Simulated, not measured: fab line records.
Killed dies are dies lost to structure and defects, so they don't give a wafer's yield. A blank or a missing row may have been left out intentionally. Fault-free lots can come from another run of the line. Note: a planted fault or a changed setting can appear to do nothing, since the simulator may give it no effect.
fab line records | flow berkeley-cmos170
record lots=5 wafers=15 last-day=11
route steps=331 shown M2@288 V2@292 M3@309
lots with no fault: from the same line, run without faults
start-h: start of the lot's first displayed wafer, in hours after the record's first day | wait-h: hours since the lot's step before | " identical to the entry in the row above | L1.1+2: a row that stands for several wafers | - value missing, or start not given | * or withheld: withheld | < > ~ a bound
route shown NAME@n: names a module that has steps shown in the file, with the first one's number in the route | usual: mean and standard deviation over wafers with no fault | same: alike in all rows | chamber/n: place in a boat | sites: per-site readings | _std_site: standard deviation of those values | _edge_site: mean of outer sites minus mean of inner sites | radius-mm: how far each site lies from the wafer's centre | mask NAME#n: copy n | behind: the tool/chamber that last shaped the wafer | hold: the reason the lot was held/the length of the hold in hours/how it ended | device: transistor that didn't switch, given as n, p or np | end of line: the route-end tests of the same wafers | step lacking rows: just its recipe | killed: dies that structure and defects cost at the first sort, which is not the same as the wafer's yield | map: a wafer's dies, marking killed ones x, the rest . and places with no die _
set.NAME: the setting that was run; set.NAME@STEP: the one run at that earlier step | model.NAME: the simulator's own value behind a step, which no gauge read
lots seen at some steps along the route; tables by step, rows by wafer
services: a tool's chamber out of use, with start hour (start-h, from the record's first day; less than 0 if before it), hours out, and reason
## steps
# step UCB170_M2_ETCH_17
# recipe chemistry=N2/H2 target-depth-a=withheld overetch-a=withheld target=BARC time-s=withheld source-w=500 bias-w=100 pressure-mtorr=30 n2-flow-sccm=100 h2-flow-sccm=200
# usual drypump-motor-current-A=5.5/0.46 n2-flow-sccm=100.0/0.32 oes-product-au=0.996/0.02 throttle-valve-pct=13.29/0.12
# columns lot.wafer tool chamber start-h wait-h drypump-motor-current-A n2-flow-sccm oes-product-au throttle-valve-pct
L079.3 rie-diel-04 0 185.84 0.0 4.8 99.8 1.009 13.37
L079.4 " 3 " " 5.6 99.8 1.010 13.45
L079.6 " 0 " " 4.8 100.7 1.001 13.36
L080.4 rie-diel-02 0 193.30 0.0 5.5 100.3 1.010 13.09
L080.5 " 1 " " 5.4 99.9 1.010 13.07
L080.6 " 2 " " 6.1 99.7 1.008 13.26
L087.4 rie-diel-01 0 223.50 0.0 5.8 100.3 1.021 13.41
L087.5 " 2 " " 4.9 100.3 0.998 13.32
L087.6 " 3 " " 5.0 99.7 0.958 13.23
L090.1 rie-diel-04 1 241.29 0.0 6.1 99.7 0.994 13.26
L090.2 " 2 " " 5.8 99.6 0.972 13.28
L090.3 " 0 " " 4.9 99.8 1.011 13.36
L091.1 rie-diel-04 1 249.63 0.0 6.1 100.2 0.995 13.24
L091.2 " 2 " " 5.8 99.6 0.975 13.28
L091.4 " 0 " " 4.9 100.3 1.003 13.36
# step UCB170_M2_METAL_ETCH_18
# recipe chemistry=Cl2/BCl3 target=Al stop-on=SiO2 pressure-mtorr=12 target-depth-a=11700 over-etch-frac=0.3 time-s=195 icp-w=600 bias-w=120 Cl2_flow_sccm=90 bcl3-flow-sccm=45
# usual drypump-motor-current-A=5.6/0.47 oes-product-au=0.856/0.013 throttle-valve-pct=24.4/0.31
# columns lot.wafer tool chamber start-h wait-h drypump-motor-current-A oes-product-au rf-hours-counter-h throttle-valve-pct
L079.3 rie-metal-03 0 185.94 - 5.1 0.846 - 24.1
L079.4 " 1 " " 5.6 0.854 - 24.5
L079.6 " 1 " " 5.6 0.848 - 24.5
L080.4 rie-metal-02 1 193.40 - 6.3 0.858 - 24.1
L080.5 " 0 " " 4.9 0.852 - 24.1
L080.6 " 1 " " 6.3 0.856 - 24.1
L087.4 rie-metal-02 1 223.58 - 6.4 0.847 - 24.1
L087.5 " 1 " " 6.4 0.848 - 24.1
L087.6 " 0 " " 4.9 0.842 - 24.1
L090.1 rie-metal-02 0 241.34 - 4.9 0.854 8 24.1
L090.2 " 1 " " 6.3 0.855 3 24.1
L090.3 " 1 " " 6.3 0.863 - 24.1
L091.1 rie-metal-02 0 249.67 - 4.9 0.833 8 24.1
L091.2 " 1 " " 6.3 0.859 3 24.1
L091.4 " 1 " " 6.4 0.858 - 24.1
# step UCB170_M2_STRIP_19
# recipe chemistry=O2 power-w=400 pressure-mtorr=3500 platen-temp-c=withheld o2-flow-sccm=400 overash-fraction=0.5
# usual drypump-motor-current-A=5.49/0.1 oes-product-au=0.543/0.011
# columns lot.wafer tool chamber start-h wait-h drypump-motor-current-A oes-product-au rf-hours-counter-h
L079.3 plasma-asher-02 1 186.10 0.1 5.46 0.546 -
L079.4 " 0 " " 5.62 0.546 -
L079.6 " 1 " " 5.46 0.549 -
L080.4 plasma-asher-02 1 193.56 0.1 5.46 0.518 -
L080.5 " 0 " " 5.61 0.545 -
L080.6 " 1 " " 5.47 0.523 -
L087.4 plasma-asher-04 0 223.74 0.1 5.33 0.537 -
L087.5 " 0 " " 5.36 0.528 -
L087.6 " 1 " " 5.57 0.553 -
L090.1 plasma-asher-01 1 241.52 0.1 5.56 0.548 54
L090.2 " 0 " " 5.40 0.537 54
L090.3 " 0 " " 5.41 0.529 -
L091.1 plasma-asher-04 1 249.86 0.1 5.59 0.542 15
L091.2 " 0 " " 5.34 0.538 15
L091.4 " 0 " " 5.34 0.534 -
# step UCB170_M2_CD_MEAS_90
# recipe target-cd-nm=700
# usual cd-nm=701/3
# columns lot.wafer tool chamber start-h wait-h cd-nm
L079.3 cd-sem-01 - 186.21 0.1 698
L079.4 " - " " 696
L079.6 " - " " 698
L080.4 cd-sem-01 - 193.69 0.1 705
L080.5 " - " " 704
L080.6 " - " " 702
L087.4 cd-sem-02 - 223.87 0.1 701
L087.5 " - " " 706
L087.6 " - " " 701
L090.1 cd-sem-01 - 241.62 0.1 705
L090.2 " - " " 705
L090.3 " - " " 706
L091.1 cd-sem-02 - 249.96 0.1 700
L091.2 " - " " 698
L091.4 " - " " 701
# step UCB170_V2_CVD_00
# recipe material=SiO2 target-thk-nm=2000 temp-c=390 precursor=TEOS/O2 time-s=250 rf-w=550 pressure-mtorr=9000
# usual heater-power-w=260/54
# columns lot.wafer tool chamber start-h wait-h heater-power-w
L079.3 pecvd-01 1 186.29 0.1 265
L079.4 " 0 " " 212
L079.6 " 2 " " 374
L080.4 pecvd-04 0 193.83 0.1 171
L080.5 " 2 " " 226
L080.6 " 1 " " 240
L087.4 pecvd-04 0 224.01 0.1 169
L087.5 " 2 " " 319
L087.6 " 1 " " 240
L090.1 pecvd-04 0 241.74 0.1 182
L090.2 " 1 " " 312
L090.3 " 2 " " 324
L091.1 pecvd-04 2 250.08 0.1 259
L091.2 " 0 " " 249
L091.4 " 0 " " 170
# step UCB170_V2_THK_MEAS_01
# recipe reads=SiO2_of_V2_CVD_00
# usual V2_TEOS_THK=1997/22
# columns lot.wafer tool chamber start-h wait-h V2_TEOS_THK[nm]
L079.3 film-metro-01 - 186.46 0.1 2000
L079.4 " - " " 2010
L079.6 " - " " 2015
L080.4 film-metro-01 - 193.93 0.0 1978
L080.5 " - " " 2014
L080.6 " - " " 2018
L087.4 film-metro-02 - 224.11 0.0 1998
L087.5 " - " " 2024
L087.6 " - " " 1984
L090.1 film-metro-01 - 241.90 0.1 1950
L090.2 " - " " 1968
L090.3 " - " " 1957
L091.1 film-metro-02 - 250.24 0.1 1991
L091.2 " - " " 1977
L091.4 " - " " 2025
# step UCB170_V2_CMP_02
# recipe material=SiO2 down-force-psi=6 platen-rpm=60 pad-velocity-m-s=0.75398
# usual head-pressure-psi=6.000/0.014 motor-current-A=15.7/1.8
# columns lot.wafer tool chamber start-h wait-h head-pressure-psi motor-current-A
L079.4 cmp-02 2 186.50 0.0 6.002 16.1
L079.3 " 3 " " 5.973 12.2
L079.6 " 3 " " 5.985 13.0
L080.4 cmp-02 1 193.96 0.0 6.006 14.1
L080.6 " 1 " " 6.011 14.7
L080.5 " 2 " " 5.992 16.7
L087.4 cmp-01 0 224.29 0.2 6.021 15.1
L087.5 " 1 " " 5.982 17.1
L087.6 " 2 " " 5.989 17.8
L090.1 cmp-01 1 241.96 0.1 5.985 17.4
L090.2 " 2 " " 6.004 17.8
L090.3 " 3 " " 6.017 17.8
L091.1 cmp-02 2 250.35 0.1 6.014 16.3
L091.4 " 3 " " 5.997 12.8
L091.2 " 0 " " 6.012 13.2
# step UCB170_V2_BOW_MEAS_03
# recipe mode=bow
# usual V2_BOW=37/7.3
# columns lot.wafer tool chamber start-h wait-h V2_BOW[um]
L079.3 film-metro-03 - 186.84 0.2 42
L079.4 " - " " 41
L079.6 " - " " 20
L080.4 film-metro-03 - 194.32 0.3 37
L080.5 " - " " 40
L080.6 " - " " 34
L087.4 film-metro-02 - 224.50 0.2 38
L087.5 " - " " 44
L087.6 " - " " 28
L090.1 film-metro-02 - 242.26 0.2 31
L090.2 " - " " 20
L090.3 " - " " 24
L091.1 film-metro-01 - 250.60 0.2 32
L091.2 " - " " 37
L091.4 " - " " 34
# step UCB170_V2_THK_MEAS_04
# recipe reads=SiO2_of_V2_CVD_00
# usual V2_POLISHED_THK=1000.1/1.1
# columns lot.wafer tool chamber start-h wait-h V2_POLISHED_THK[nm]
L079.3 film-metro-03 - 186.94 0.1 1001.4
L079.4 " - " " 1001.9
L079.6 " - " " 1000.3
L080.4 film-metro-03 - 194.41 0.1 999.3
L080.5 " - " " 1001.8
L080.6 " - " " 998.3
L087.4 film-metro-02 - 224.59 0.1 1001.6
L087.5 " - " " 998.4
L087.6 " - " " 1001.3
L090.1 film-metro-02 - 242.38 0.1 998.4
L090.2 " - " " 998.7
L090.3 " - " " 1000.2
L091.1 film-metro-01 - 250.72 0.1 1000.2
L091.2 " - " " 1000.8
L091.4 " - " " 999.6
# step UCB170_V2_CLEAN_05
# recipe chemistry=DIW
# columns lot.wafer tool chamber start-h wait-h
L079.3+4+6 wet-bench-03 0 186.98 0.0
L080.4+5+6 wet-bench-03 1 194.44 0.0
L087.4+5+6 wet-bench-03 1 224.62 0.0
L090.1+2+3 wet-bench-03 2 242.56 0.2
L091.1+2+4 wet-bench-03 3 250.98 0.3
# step UCB170_V2_HMDS_06
# recipe prime-time-s=60 prime-temp-c=100
# columns lot.wafer tool chamber start-h wait-h
L079.3+4+6 litho-track-03 0 187.21 0.1
L080.4+5+6 litho-track-03 0 194.69 0.1
L087.4+5+6 litho-track-04 0 224.87 0.1
L090.1+2+3 litho-track-01 0 242.76 0.0
L091.1+2+4 litho-track-01 0 251.64 0.5
# step UCB170_V2_COAT_07
# recipe resist=KrF spin-rpm=1500 resist-thk-nm=900
# columns lot.wafer tool chamber start-h wait-h
L079.3+4+6 litho-track-03 0 187.36 0.1
L080.4+5+6 litho-track-03 0 194.84 0.1
L087.4+5+6 litho-track-04 0 225.02 0.1
L090.1+2+3 litho-track-01 0 242.91 0.1
L091.1+2+4 litho-track-01 0 251.79 0.1
# step UCB170_V2_SOFTBAKE_08
# recipe resist=KrF temp-c=130 time-s=60
# columns lot.wafer tool chamber start-h wait-h
L079.3+4+6 litho-track-03 0 187.51 0.1
L080.4+5+6 litho-track-03 0 194.99 0.1
L087.4+5+6 litho-track-04 0 225.17 0.1
L090.1+2+3 litho-track-01 0 243.06 0.1
L091.1+2+4 litho-track-01 0 251.94 0.1
# step UCB170_V2_EXPOSE_09
# recipe mask-id=VIA2 target-cd-nm=700 na=0.5 sigma-outer=0.6 source-shape=conventional dose-mj=37
# usual focus-offset-nm=-0.1/0.57
# columns lot.wafer tool chamber start-h wait-h mask focus-offset-nm
L079.3 krf-scanner-01 0 187.77 0.2 VIA2#0 -0.4
L079.4 " 0 " " VIA2#0 0.5
L079.6 " 0 " " VIA2#0 0.0
L080.4 krf-scanner-02 0 195.25 0.2 VIA2#0 -0.2
L080.5 " 0 " " VIA2#0 0.2
L080.6 " 0 " " VIA2#0 -1.0
L087.4 krf-scanner-01 0 225.43 0.2 VIA2#0 -0.7
L087.5 " 0 " " VIA2#0 -0.5
L087.6 " 0 " " VIA2#0 -0.3
L090.1 krf-scanner-01 0 243.45 0.4 VIA2#0 -0.9
L090.2 " 0 " " VIA2#0 -0.9
L090.3 " 0 " " VIA2#0 -0.8
L091.1 krf-scanner-01 0 252.12 0.2 VIA2#0 0.4
L091.2 " 0 " " VIA2#0 0.3
L091.4 " 0 " " VIA2#0 0.2
# step UCB170_V2_PEB_10
# recipe peb-temp-c=130 peb-time-s=withheld resist=KrF
# columns lot.wafer tool chamber start-h wait-h
L079.3+4+6 litho-track-04 0 188.16 0.4
L080.4+5+6 litho-track-03 0 195.39 0.1
L087.4+5+6 litho-track-04 0 225.56 0.1
L090.1+2+3 litho-track-01 0 243.66 0.2
L091.1+2+4 litho-track-01 0 252.64 0.5
# step UCB170_V2_DEVELOP_11
# recipe developer=TMAH develop-time-s=45 resist=KrF dev-temp-c=21
# columns lot.wafer tool chamber start-h wait-h
L079.3+4+6 litho-track-04 0 - -
L080.4+5+6 litho-track-03 0 - -
L087.4+5+6 litho-track-04 0 - -
L090.1+2+3 litho-track-01 0 - -
L091.1+2+4 litho-track-01 0 - -
# step UCB170_V2_CD_MEAS_12
# recipe target-cd-nm=700
# usual cd-nm=699.9/1.3
# columns lot.wafer tool chamber start-h wait-h cd-nm
L079.3 cd-sem-01 - 188.43 - 699.7
L079.4 " - " " 699.5
L079.6 " - " " 698.5
L080.4 cd-sem-01 - 195.65 - 701.2
L080.5 " - " " 700.8
L080.6 " - " " 700.2
L087.4 cd-sem-02 - 225.82 - 700.5
L087.5 " - " " 700.3
L087.6 " - " " 701.8
L090.1 cd-sem-01 - 243.93 - 700.0
L090.2 " - " " 700.0
L090.3 " - " " 700.9
L091.1 cd-sem-01 - 252.91 - 701.8
L091.2 " - " " 702.5
L091.4 " - " " 703.2
# step UCB170_V2_OVL_MEAS_13
# usual V2_OVL=1/6.1
# columns lot.wafer tool chamber start-h wait-h V2_OVL[nm]
L079.3 overlay-01 - 188.52 0.1 0
L079.4 " - " " 1
L079.6 " - " " 0
L080.4 overlay-01 - 195.72 0.1 1
L080.5 " - " " 3
L080.6 " - " " 2
L087.4 overlay-02 - 225.90 0.1 9
L087.5 " - " " 5
L087.6 " - " " 6
L090.1 overlay-01 - 244.05 0.1 -2
L090.2 " - " " 3
L090.3 " - " " 1
L091.1 overlay-02 - 253.03 0.1 -9
L091.2 " - " " -8
L091.4 " - " " -1
# step UCB170_V2_ETCH_14
# recipe chemistry=CHF3/CF4/Ar target=SiO2 stop-on=Al CHF3_flow_sccm=45 cf4-flow-sccm=15 Ar_flow_sccm=150 pressure-mtorr=200 rf-w=700 target-depth-a=12500 over-etch-frac=0.25 time-s=291
# usual drypump-motor-current-A=5.6/0.39 oes-product-au=0.876/0.016 throttle-valve-pct=6.95/0.12
# columns lot.wafer tool chamber start-h wait-h drypump-motor-current-A oes-product-au rf-hours-counter-h throttle-valve-pct
L079.3 rie-diel-04 0 188.54 0.0 4.9 0.869 14 6.95
L079.4 " 1 " " 6.1 0.861 124 6.96
L079.6 " 0 " " 4.9 0.874 - 6.93
L080.4 rie-diel-03 3 195.74 0.0 5.1 0.878 109 7.15
L080.5 " 2 " " 5.2 0.873 - 6.84
L080.6 " 3 " " 5.1 0.876 - 7.15
L087.4 rie-diel-03 2 225.92 0.0 5.2 0.869 110 6.86
L087.5 " 0 " " 6.0 0.906 - 7.07
L087.6 " 1 " " 5.7 0.860 - 6.88
L090.1 rie-diel-02 2 244.09 0.0 6.1 0.880 87 6.88
L090.2 " 1 " " 5.3 0.873 132 6.77
L090.3 " 0 " " 5.5 0.866 6 6.83
L091.1 rie-diel-02 1 253.07 0.0 5.3 0.879 133 6.77
L091.2 " 3 " " 5.3 0.888 94 7.05
L091.4 " 2 " " 6.1 0.885 87 6.87
# step UCB170_V2_STRIP_15
# recipe chemistry=O2 power-w=400 pressure-mtorr=3500 platen-temp-c=withheld o2-flow-sccm=400 overash-fraction=0.5
# usual drypump-motor-current-A=5.65/0.27 oes-product-au=0.722/0.0047 strip-time-to-endpoint-s=15.35/0.11
# columns lot.wafer tool chamber start-h wait-h drypump-motor-current-A oes-product-au rf-hours-counter-h strip-time-to-endpoint-s
L079.3 plasma-asher-02 1 188.76 0.1 5.46 0.722 - 15.35
L079.4 " 0 " " 5.62 0.724 - 15.17
L079.6 " 0 " " 5.61 0.726 - 15.29
L080.4 plasma-asher-03 0 195.95 0.1 5.66 0.725 - 15.50
L080.5 " 1 " " 6.20 0.727 - 15.42
L080.6 " 0 " " 5.68 0.722 - 15.40
L087.4 plasma-asher-01 1 226.13 0.1 5.54 0.720 - 15.30
L087.5 " 1 " " 5.52 0.722 - 15.19
L087.6 " 0 " " 5.39 0.715 - 15.29
L090.1 plasma-asher-02 0 244.27 0.1 5.62 0.717 54 15.33
L090.2 " 1 " " 5.46 0.719 54 15.42
L090.3 " 0 " " 5.60 0.731 - 15.24
L091.1 plasma-asher-01 1 253.25 0.1 5.55 0.721 55 15.45
L091.2 " 0 " " 5.39 0.726 55 15.28
L091.4 " 1 " " 5.52 0.729 - 15.41
# step UCB170_V2_CD_MEAS_90
# recipe target-cd-nm=700
# usual cd-nm=699.6/1.4
# columns lot.wafer tool chamber start-h wait-h cd-nm
L079.3 cd-sem-01 - 188.86 0.1 699.6
L079.4 " - " " 699.6
L079.6 " - " " 698.3
L080.4 cd-sem-02 - 196.08 0.1 700.1
L080.5 " - " " 699.8
L080.6 " - " " 699.6
L087.4 cd-sem-01 - 226.26 0.1 701.1
L087.5 " - " " 700.6
L087.6 " - " " 702.0
L090.1 cd-sem-01 - 244.37 0.1 699.8
L090.2 " - " " 700.0
L090.3 " - " " 700.2
L091.1 cd-sem-02 - 253.35 0.1 701.2
L091.2 " - " " 702.1
L091.4 " - " " 702.0
# step UCB170_M3_PRE_CLEAN_00
# recipe gas=Ar preclean-etch-time-s=60
# columns lot.wafer tool chamber start-h wait-h
L079.3+4+6 pvd-sputter-03 - 188.94 0.1
L080.4+5+6 pvd-sputter-03 - 196.14 0.0
L087.4+5+6 pvd-sputter-03 - 226.32 0.0
L090.1+2+3 pvd-sputter-03 - 244.49 0.1
L091.1+2+4 pvd-sputter-01 - 253.47 0.1
# step UCB170_M3_SPUTTER_01
# recipe material=Al target-thk-nm=900 time-s=120 power-w=6000 chamber-pressure-pa=0.5
# usual throttle-valve-pct=30.1/0.71
# columns lot.wafer tool chamber start-h wait-h throttle-valve-pct
L079.3 pvd-sputter-03 - 189.01 0.0 30.4
L079.4 " - " " 29.9
L079.6 " - " " 30.5
L080.4 pvd-sputter-03 - 196.21 0.0 29.7
L080.5 " - " " 29.8
L080.6 " - " " 29.1
L087.4 pvd-sputter-03 - 226.39 0.0 30.2
L087.5 " - " " 30.1
L087.6 " - " " 30.4
L090.1 pvd-sputter-03 - 244.55 0.0 29.1
L090.2 " - " " 30.2
L090.3 " - " " 29.6
L091.1 pvd-sputter-01 - 253.53 0.0 30.2
L091.2 " - " " 29.6
L091.4 " - " " 29.7
# step UCB170_M3_RS_MEAS_02
# recipe thk-meas-gauge=four-point-probe reads=Al_of_M3_SPUTTER_01
# usual M3_AL_RS=0.0323/0.0003
# columns lot.wafer tool chamber start-h wait-h M3_AL_RS[ohm/sq]
L079.3 film-metro-03 - 189.13 0.1 0.0323
L079.4 " - " " 0.0326
L079.6 " - " " 0.0323
L080.4 film-metro-03 - 196.35 0.1 0.0326
L080.5 " - " " 0.0325
L080.6 " - " " 0.0324
L087.4 film-metro-03 - 226.53 0.1 0.0322
L087.5 " - " " 0.0323
L087.6 " - " " 0.0322
L090.1 film-metro-03 - 244.64 0.0 0.0322
L090.2 " - " " 0.0318
L090.3 " - " " 0.0321
L091.1 film-metro-04 - 253.62 0.0 0.0329
L091.2 " - " " 0.0329
L091.4 " - " " 0.0327
# step UCB170_M3_THK_MEAS_03
# recipe thk-meas-gauge=xrf reads=Al_of_M3_SPUTTER_01
# usual M3_AL_THK=875/8
# columns lot.wafer tool chamber start-h wait-h M3_AL_THK[nm]
L079.3 film-metro-03 - 189.23 0.1 876
L079.4 " - " " 864
L079.6 " - " " 872
L080.4 film-metro-03 - 196.44 0.1 867
L080.5 " - " " 871
L080.6 " - " " 869
L087.4 film-metro-03 - 226.62 0.1 876
L087.5 " - " " 871
L087.6 " - " " 875
L090.1 film-metro-03 - 244.76 0.1 878
L090.2 " - " " 887
L090.3 " - " " 880
L091.1 film-metro-04 - 253.74 0.1 848
L091.2 " - " " 861
L091.4 " - " " 862
# step UCB170_M3_HMDS_04
# recipe prime-time-s=60 prime-temp-c=100
# columns lot.wafer tool chamber start-h wait-h
L079.3+4+6 litho-track-01 0 189.32 0.1
L080.4+5+6 litho-track-01 0 196.55 0.1
L087.4+5+6 litho-track-01 0 226.72 0.1
L090.1+2+3 litho-track-03 0 245.22 0.5
L091.1+2+4 litho-track-03 0 254.51 0.8
# step UCB170_M3_COAT_05
# recipe resist=KrF spin-rpm=1500 resist-thk-nm=900
# columns lot.wafer tool chamber start-h wait-h
L079.3+4+6 litho-track-01 0 189.47 0.1
L080.4+5+6 litho-track-01 0 196.70 0.1
L087.4+5+6 litho-track-01 0 226.87 0.1
L090.1+2+3 litho-track-03 0 245.37 0.1
L091.1+2+4 litho-track-03 0 254.66 0.1
# step UCB170_M3_SOFTBAKE_06
# recipe resist=KrF temp-c=130 time-s=60
# columns lot.wafer tool chamber start-h wait-h
L079.3+4+6 litho-track-01 0 189.62 0.1
L080.4+5+6 litho-track-01 0 196.85 0.1
L087.4+5+6 litho-track-01 0 227.02 0.1
L090.1+2+3 litho-track-03 0 245.52 0.1
L091.1+2+4 litho-track-03 0 254.81 0.1
# step UCB170_M3_STRIP_07
# recipe chemistry=O2 power-w=400 pressure-mtorr=3500 platen-temp-c=withheld o2-flow-sccm=400 overash-fraction=0.5
# usual drypump-motor-current-A=5.64/0.28 oes-product-au=0.735/0.0043 strip-time-to-endpoint-s=21.98/0.07
# columns lot.wafer tool chamber start-h wait-h drypump-motor-current-A oes-product-au rf-hours-counter-h strip-time-to-endpoint-s
L079.3 plasma-asher-04 1 189.76 0.1 5.56 0.734 - 21.98
L079.4 " 0 " " 5.35 0.743 - 22.02
L079.6 " 0 " " 5.37 0.738 - 22.06
L080.4 plasma-asher-03 1 196.95 0.1 6.19 0.738 - 21.98
L080.5 " 1 " " 6.20 0.736 - 22.03
L080.6 " 0 " " 5.66 0.735 - 22.00
L087.4 plasma-asher-04 1 227.13 0.1 5.57 0.735 - 22.05
L087.5 " 1 " " 5.59 0.731 - 22.08
L087.6 " 0 " " 5.32 0.725 - 22.09
L090.1 plasma-asher-03 0 245.67 0.1 5.69 0.742 48 21.88
L090.2 " 1 " " 6.22 0.738 48 21.86
L090.3 " 1 " " 6.21 0.728 - 21.82
L091.1 plasma-asher-03 0 254.96 0.1 5.69 0.736 49 21.93
L091.2 " 1 " " 6.21 0.731 49 22.02
L091.4 " 0 " " 5.68 0.737 - 21.97
# step UCB170_M3_STRIP_08
# recipe chemistry=DMSO temp-c=80 time-s=600 material=KrF
# columns lot.wafer tool chamber start-h wait-h
L079.3+4+6 wet-bench-04 3 189.82 0.0
L080.4+5+6 wet-bench-03 0 197.02 0.0
L087.4+5+6 wet-bench-03 1 227.20 0.0
L090.1+2+3 wet-bench-04 2 245.77 0.1
L091.1+2+4 wet-bench-03 3 255.06 0.1
# step UCB170_M3_COAT_09
# recipe resist=BARC temp-c=withheld time-s=withheld spin-rpm=3000 resist-thk-nm=withheld
# columns lot.wafer tool chamber start-h wait-h
L079.3+4+6 litho-track-02 0 190.58 0.6
L080.4+5+6 litho-track-02 0 197.29 0.1
L087.4+5+6 litho-track-01 0 227.90 0.5
L090.1+2+3 litho-track-01 0 246.38 0.4
L091.1+2+4 litho-track-01 0 255.71 0.4
# step UCB170_M3_COAT_10
# recipe resist=KrF spin-rpm=1500 resist-thk-nm=900
# columns lot.wafer tool chamber start-h wait-h
L079.3+4+6 litho-track-02 0 - -
L080.4+5+6 litho-track-02 0 - -
L087.4+5+6 litho-track-01 0 - -
L090.1+2+3 litho-track-01 0 - -
L091.1+2+4 litho-track-01 0 - -
# step UCB170_M3_SOFTBAKE_11
# recipe resist=KrF temp-c=130 time-s=60
# columns lot.wafer tool chamber start-h wait-h
L079.3+4+6 litho-track-02 0 - -
L080.4+5+6 litho-track-02 0 - -
L087.4+5+6 litho-track-01 0 - -
L090.1+2+3 litho-track-01 0 - -
L091.1+2+4 litho-track-01 0 - -
# step UCB170_M3_EXPOSE_12
# recipe mask-id=METAL3 target-cd-nm=700 na=0.5 sigma-outer=0.6 source-shape=conventional dose-mj=26
# usual focus-offset-nm=0.1/0.57
# columns lot.wafer tool chamber start-h wait-h mask focus-offset-nm
L079.3 krf-scanner-01 0 191.02 - METAL3#0 0.0
L079.4 " 0 " " METAL3#0 0.2
L079.6 " 0 " " METAL3#0 -0.2
L080.4 krf-scanner-01 0 197.72 - METAL3#0 0.8
L080.5 " 0 " " METAL3#0 0.1
L080.6 " 0 " " METAL3#0 0.5
L087.4 krf-scanner-02 0 228.46 - METAL3#0 -0.3
L087.5 " 0 " " METAL3#0 0.5
L087.6 " 0 " " METAL3#0 0.6
L090.1 krf-scanner-01 0 246.83 - METAL3#0 0.6
L090.2 " 0 " " METAL3#0 0.4
L090.3 " 0 " " METAL3#0 1.0
L091.1 krf-scanner-01 0 256.29 - METAL3#0 0.6
L091.2 " 0 " " METAL3#0 -0.3
L091.4 " 0 " " METAL3#0 0.7
# step UCB170_M3_PEB_13
# recipe peb-temp-c=130 peb-time-s=withheld resist=KrF
# columns lot.wafer tool chamber start-h wait-h
L079.3+4+6 litho-track-01 0 191.22 0.2
L080.4+5+6 litho-track-02 0 197.85 0.1
L087.4+5+6 litho-track-01 0 229.25 0.8
L090.1+2+3 litho-track-02 0 247.27 0.4
L091.1+2+4 litho-track-03 0 256.41 0.1
# step UCB170_M3_DEVELOP_14
# recipe developer=TMAH develop-time-s=45 resist=KrF dev-temp-c=21
# columns lot.wafer tool chamber start-h wait-h
L079.3+4+6 litho-track-01 0 - -
L080.4+5+6 litho-track-02 0 - -
L087.4+5+6 litho-track-01 0 - -
L090.1+2+3 litho-track-02 0 - -
L091.1+2+4 litho-track-03 0 - -
# step UCB170_M3_CD_MEAS_15
# recipe target-cd-nm=700
# usual cd-nm=699.9/1.5
# columns lot.wafer tool chamber start-h wait-h cd-nm
L079.3 cd-sem-02 - 191.49 - 700.0
L079.4 " - " " 699.4
L079.6 " - " " 700.8
L080.4 cd-sem-01 - 198.11 - 696.9
L080.5 " - " " 697.9
L080.6 " - " " 697.4
L087.4 cd-sem-01 - 229.51 - 700.0
L087.5 " - " " 699.6
L087.6 " - " " 700.1
L090.1 cd-sem-01 - 247.55 - 699.8
L090.2 " - " " 698.4
L090.3 " - " " 698.9
L091.1 cd-sem-02 - 256.71 - 701.7
L091.2 " - " " 701.2
L091.4 " - " " 700.4
# step UCB170_M3_OVL_MEAS_16
# usual M3_OVL=-1/5
# columns lot.wafer tool chamber start-h wait-h M3_OVL[nm]
L079.3 overlay-01 - 191.58 0.1 4
L079.4 " - " " 4
L079.6 " - " " 5
L080.4 overlay-02 - 198.19 0.1 3
L080.5 " - " " 3
L080.6 " - " " -3
L087.4 overlay-01 - 229.59 0.1 0
L087.5 " - " " -11
L087.6 " - " " -1
L090.1 overlay-01 - 247.67 0.1 -1
L090.2 " - " " 0
L090.3 " - " " -1
L091.1 overlay-01 - 256.83 0.1 -4
L091.2 " - " " 2
L091.4 " - " " -5
# step UCB170_M3_ETCH_17
# recipe chemistry=N2/H2 target-depth-a=withheld overetch-a=withheld target=BARC time-s=withheld source-w=500 bias-w=100 pressure-mtorr=30 n2-flow-sccm=100 h2-flow-sccm=200
# usual drypump-motor-current-A=5.5/0.45 n2-flow-sccm=99.96/0.28 oes-product-au=0.995/0.022 throttle-valve-pct=13.33/0.14
# columns lot.wafer tool chamber start-h wait-h drypump-motor-current-A n2-flow-sccm oes-product-au throttle-valve-pct
L079.3 rie-diel-01 3 191.60 0.0 5.0 100.21 0.965 13.24
L079.4 " 3 " " 5.0 100.18 0.962 13.24
L079.6 " 0 " " 5.8 100.29 1.022 13.38
L080.4 rie-diel-01 2 198.23 0.0 4.9 100.53 0.993 13.32
L080.5 " 3 " " 5.0 99.72 0.963 13.22
L080.6 " 0 " " 5.8 100.63 1.022 13.39
L087.4 rie-diel-03 2 229.61 0.0 5.2 99.84 1.001 13.16
L087.5 " 0 " " 6.0 99.92 1.061 13.46
L087.6 " 3 " " 5.1 99.70 1.009 13.66
L090.1 rie-diel-01 2 247.70 0.0 4.9 100.13 0.991 13.30
L090.2 " 1 " " 6.0 100.11 0.976 13.29
L090.3 " 0 " " 5.8 100.05 1.011 13.40
L091.1 rie-diel-03 0 256.86 0.0 6.0 99.68 1.046 13.44
L091.2 " 2 " " 5.2 99.83 0.996 13.15
L091.4 " 1 " " 5.7 99.90 0.976 13.15
## services
# columns tool chamber start-h hours kind
pecvd-01 0 167.29 6.1 repair
cmp-02 - 176.22 3.5 repair
plasma-asher-03 - 177.32 1.8 repair
rie-diel-03 3 182.14 9.6 repair
cmp-02 - 187.78 0.4 repair
rie-diel-01 1 190.45 4.4 repair
rie-diel-04 - 191.56 15.6 pm
rie-diel-01 1 194.82 - clean
rie-diel-01 1 194.82 28.9 scheduled-down
rie-diel-01 1 194.82 28.9 vent-cycle
cmp-01 - 198.94 2.6 repair
rie-diel-02 - 203.51 2.8 pm
rie-diel-01 0 206.49 8.7 repair
krf-scanner-01 - 209.10 1.3 pm
krf-scanner-01 - 213.84 0.8 pm
krf-scanner-02 - 219.38 1.0 pm
cmp-02 - 223.43 17.1 pm
rie-diel-04 3 224.69 3.4 repair
cmp-01 - 232.00 4.0 pm
cmp-01 - 236.00 - consumable-replace:conditioner
cmp-01 - 236.00 - consumable-replace:pad
rie-metal-03 - 236.34 14.6 pm
krf-scanner-02 - 237.25 1.6 repair
pecvd-01 - 242.50 14.0 pm
## key
fault none
